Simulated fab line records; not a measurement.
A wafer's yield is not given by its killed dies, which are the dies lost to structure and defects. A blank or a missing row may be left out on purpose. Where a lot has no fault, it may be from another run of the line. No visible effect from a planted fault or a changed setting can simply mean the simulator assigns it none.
Which tool was responsible? | flow berkeleyCmos170 | Sampling: 13 lots, 39 wafers, 3 of 331 route steps

WHAT THE GAUGES SHOWED, per wafer
UCB170_V1_CD_MEAS_90: the cd target is 700 nm.
lot  | measured     | on       | cdNm (nm)
L890 | day 8 01:09  | cdSem-02 | 700.6 701.5 700.3
L891 | day 8 15:49  | cdSem-01 | 698.6 701.0 698.1
L892 | day 8 23:41  | cdSem-01 | 698.8 699.5 701.3
L893 | day 9 03:37  | cdSem-02 | 699.5 696.6 699.6
L897 | day 9 23:48  | cdSem-01 | 699.3 700.5 700.6
L898 | day 10 09:04 | cdSem-02 | 701.7 700.8 701.8
L901 | day 11 03:35 | cdSem-01 | 696.7 699.8 700.0
L906 | day 11 11:47 | cdSem-02 | 697.9 698.1 699.5
L903 | day 11 12:46 | cdSem-01 | 701.0 702.3 701.4
L908 | day 12 02:20 | cdSem-02 | 699.0 699.3 699.6
L907 | day 12 03:01 | cdSem-02 | 700.6 699.2 701.4
L909 | day 12 14:05 | cdSem-01 | 697.7 698.4 700.0
L911 | day 12 18:02 | cdSem-02 | 702.7 698.9 698.7

UCB170_M2_OVL_MEAS_16.
lot  | measured     | on         | M2_OVL (nm)
L890 | day 8 03:30  | overlay-02 | -1 -2 0
L891 | day 8 18:05  | overlay-01 | 6 6 9
L892 | day 9 01:58  | overlay-02 | -9 -9 -7
L893 | day 9 07:09  | overlay-01 | 0 7 9
L897 | day 10 02:23 | overlay-01 | -1 7 -2
L898 | day 10 12:34 | overlay-01 | 3 3 4
L901 | day 11 06:04 | overlay-02 | -1 -2 8
L906 | day 11 15:19 | overlay-01 | -8 -2 -6
L903 | day 11 15:47 | overlay-01 | 2 3 -5
L908 | day 12 04:46 | overlay-02 | -4 -4 1
L907 | day 12 05:43 | overlay-02 | -7 -6 -6
L909 | day 12 17:25 | overlay-02 | -1 0 -1
L911 | day 12 20:36 | overlay-02 | -10 -10 -9

UCB170_V2_OVL_MEAS_13.
lot  | measured     | on         | V2_OVL (nm)
L890 | day 8 05:57  | overlay-02 | 5 4 7
L891 | day 8 20:55  | overlay-02 | -3 -11 -3
L892 | day 9 04:26  | overlay-02 | 0 -3 -3
L893 | day 9 09:37  | overlay-02 | 6 7 4
L897 | day 10 05:27 | overlay-01 | -4 -4 1
L898 | day 10 15:21 | overlay-02 | 5 1 0
L901 | day 11 08:32 | overlay-01 | 10 0 1
L906 | day 11 22:02 | overlay-01 | 0 3 4
L903 | day 11 22:52 | overlay-02 | 0 -7 -2
L908 | day 12 07:46 | overlay-02 | 4 8 4
L907 | day 12 08:30 | overlay-01 | 0 -2 -7
L909 | day 12 19:57 | overlay-01 | 1 7 11
L911 | day 13 00:02 | overlay-01 | 10 3 2

TOOL THAT RAN EACH LOT (tool first, then ch and the chambers of the sampled wafers, then the start)
There is no process step in the record ahead of these readings.

AS READ BY THE TOOLS THEMSELVES (means over the sampled wafers that have a number; for cases with no such wafer, the mark the record gives instead)
The record holds no such reading with a usual standard deviation.

THE ANSWER, worked out from the rows above alone
Rule: what is usual is taken from the lots themselves. The widest of any qualifying gaps counts: lots, ordered by their means at a reading, are off when they make up no more than a third of the lots, leave a main group of 4 or more, and stand apart from it by 3 or more times the standard deviation of that group's means. A main group is skipped when, at the precision printed for the reading in the tables above, its means are all equal. Also off: a lot with no number at a reading for which 4 or more lots have one. All remaining lots with rows at the step are treated as sound. After the gauges, taken in route order, come the tools' own readings; for these a lot's mean is taken, as printed above. At the first step where some lot is off, the reading lying furthest off is the one used; lots without a number count as furthest.
Across all readings shown, no lot is off: no conclusion can be drawn from this.

WHAT HAD BEEN PUT IN BY THE SIMULATOR
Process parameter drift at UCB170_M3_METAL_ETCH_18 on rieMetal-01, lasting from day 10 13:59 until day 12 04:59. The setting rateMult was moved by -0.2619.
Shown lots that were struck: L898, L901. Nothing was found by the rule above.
